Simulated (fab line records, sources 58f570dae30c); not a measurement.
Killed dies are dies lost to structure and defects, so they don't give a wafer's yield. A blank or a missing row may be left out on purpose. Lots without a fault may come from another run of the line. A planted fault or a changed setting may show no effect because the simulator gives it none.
Chamber matching | flow berkeley_cmos170 | UCB170_V2_CMP_02 on cmp-02: 4 sister chambers
The step polishes SiO2. 4 wafers are shown with their chamber, then 7 later ones without.

WAFERS WITH THEIR CHAMBER
wafer  | chamber | motor_current_A (A)
L686.4 | 1       | 13.7
L697.5 | 0       | 15.6
L698.2 | 3       | 14.8
L698.3 | 2       | 13.8

WAFERS WITHOUT THEIR CHAMBER
wafer  | motor_current_A (A)
L698.5 | 13.4
L700.4 | 16.3
L700.5 | 15.5
L700.6 | 14.1
L699.1 | 14.3
L699.5 | 13.8
L699.6 | 14.5

WHICH CHAMBER EACH WENT THROUGH
wafer  | from the rows above          | in truth
L698.5 | can't be placed: 1 or 2      | 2
L700.4 | 0                            | 0
L700.5 | can't be placed: 0 or 3      | 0
L700.6 | can't be placed: 2 or 1 or 3 | 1
L699.1 | can't be placed: 2 or 3 or 1 | 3
L699.5 | can't be placed: 2 or 1      | 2
L699.6 | can't be placed: 3 or 2 or 1 | 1
Placed correctly: 1 of 7. Can't be placed from these rows: 6 (the true chamber is among the candidates in 6). Placed wrongly: 0.
How it was worked out, from the rows above alone: a wafer's distance from a chamber is the root of the sum, over the readings, of the square of ((its reading less the chamber's mean) divided by the reading's scatter). The wafer belongs to the nearest chamber; if the next one is less than 2 further off, it can't be placed. A chamber's mean is the mean of its shown wafers. The scatter: with one shown wafer a chamber, the root of the mean of the squares of how far each hidden wafer lies from its nearest shown one.
